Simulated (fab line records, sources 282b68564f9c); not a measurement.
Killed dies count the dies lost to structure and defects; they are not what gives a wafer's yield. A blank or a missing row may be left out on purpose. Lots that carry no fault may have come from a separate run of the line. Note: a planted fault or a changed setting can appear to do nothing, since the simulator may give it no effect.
A struck lot beside a sound one    flow rit_cmos    15 out of 202 route steps
Sound: wafers L103.2, L103.5, L103.6. The struck wafers were L112.3, L112.4, L112.5. At the end, the cause is stated.
For every step that has rows: the tool of each side, followed by ch and its chambers, followed by its first start. Under that, the readings that differ: sound wafers    struck wafers    difference of the means    sigmas: that difference in standard deviations of wafers without a fault.
alike: readings whose means differ by less than 2 such deviations, and words and numbers that are the same on both sides. not compared: withheld readings, readings that some wafer has no value for, bounds like >300 that may hide the same value, and numbers for which the record gives no deviation and whose values overlap.
The two part at a step that has a row with sigmas, a row that says differs or no value, or rows on one side only. Non-overlapping numbers with no deviation appear without sigmas and do not part them. A reading that every wafer of one side lacks parts them only if that side has two wafers or more.

first, 5 steps without rows for these wafers: RIT_M1_COAT_04 (resist thk 1300 nm); RIT_M1_SOFTBAKE_05 (time 60 s); RIT_M1_EXPOSE_06 (exposes mask M12, target cd 2600 nm); RIT_M1_PEB_07; RIT_M1_DEVELOP_08 (develop time 68 s).
RIT_M1_CD_MEAS_09: target cd 2600 nm.
  sound on cd_sem-01 at day 3 12:55; struck on cd_sem-02 at day 5 13:30
  alike: cd_nm
RIT_M1_OVL_MEAS_10:
  sound on overlay-02 at day 3 13:01; struck on overlay-01 at day 5 13:35
  alike: M1_OVL
then, 1 step without rows for these wafers: RIT_M1_HARDBAKE_11 (time 120 s).
RIT_M1_METAL_ETCH_12: etches Al in Cl2/BCl3, stops on SiO2, time 165 s, target depth 600 nm.
  sound on rie_metal-04 ch 0,1, day 3 13:18; struck on rie_metal-04 ch 1, day 5 13:58
  alike: drypump_motor_current_A, oes_product_au, rf_fwd_power_W, throttle_valve_pct
  not compared: rf_hours_counter_h
then, 1 step without rows for these wafers: RIT_M1_STRIP_13 (strips in nmp, time 600 s).
RIT_M1_STRIP_14: strips in O2, time 180 s.
  sound on plasma_asher-02 ch 0,1, day 3 13:39; struck on plasma_asher-04 ch 0,1, day 5 14:25
  alike: drypump_motor_current_A
  not compared: rf_hours_counter_h
RIT_M1_CD_MEAS_90: target cd 2600 nm.
  sound on cd_sem-02 at day 3 13:51; struck on cd_sem-02 at day 5 14:35
  alike: cd_nm
RIT_M1_ANNEAL_15: time 1800 s.
  sound on furnace-02 ch 0, day 3 13:57; struck on furnace-02 ch 0, day 5 14:40
reading                    sound                 struck                difference  sigmas
spike_tc_centre_C (C)      455.1 453.6 454.1     394.2 393.6 393.5     -60.5       -55
spike_tc_load_C (C)        470.0 470.3 469.4     408.7 408.7 408.9     -61.1       -67
spike_tc_source_C (C)      463.4 461.5 461.7     402.2 403.0 400.6     -60.3       -67
tube_center_temp_C (C)     450.01 450.04 450.04  390.01 390.03 390.01  -60.01      -99 or more
tube_center_temp_C_max     451.19 451.22 451.44  390.81 391.02 391.25  -60.26      -99 or more
zone_power_centre_pct (%)  17.87 17.64 17.68     15.00 15.39 15.35     -2.48       -13
zone_power_load_pct (%)    6.55 6.43 6.49        5.08 5.01 5.05        -1.44       -22
zone_power_source_pct (%)  6.65 6.79 6.68        5.31 5.34 5.42        -1.35       -19
RIT_M1_BOW_MEAS_16:
  sound on film_metro-03 at day 3 15:28; struck on film_metro-04 at day 5 16:12
  alike: M1_BOW
RIT_M1_PROBE_99:
  sound on prober-02 at day 3 15:37; struck on prober-02 at day 5 16:23
reading                                    sound                 struck                difference  sigmas
model.etest.contact_ppoly.rc_ohm           1.396 1.359 1.434     2.732 2.659 2.797     +1.333      
model.etest.contact_nplus.rc_ohm           1.407 1.372 1.403     2.675 2.715 2.609     +1.272      
model.etest.contact_npoly.rc_ohm           1.395 1.381 1.354     2.732 2.673 2.825     +1.367      
model.etest.contact_pplus.rc_ohm           1.339 1.402 1.357     2.595 2.663 2.729     +1.296      
model.etest.nmos_0p15.junction_log10_a_um  -13.54 -13.38 -13.48  -13.77 -13.66 -13.76  -0.26       
  alike: defect_limited_yield, killed_at_contacts, killed_at_front_end, killed_dies, killed_on_rim, killed_open, killed_short, sort_bin_3_pad_short, sort_bin_5_function, sort_bin_6_memory, sort_n_pass, sort_yield_pct

== WHERE THEY PART ==
Within this record, at RIT_M1_ANNEAL_15 only. Later steps at which nothing parts them and some readings are alike: RIT_M1_BOW_MEAS_16, RIT_M1_PROBE_99.

WHY: what had been put in by the simulator
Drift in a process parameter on furnace-02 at RIT_M1_ANNEAL_15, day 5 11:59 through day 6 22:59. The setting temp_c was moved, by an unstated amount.
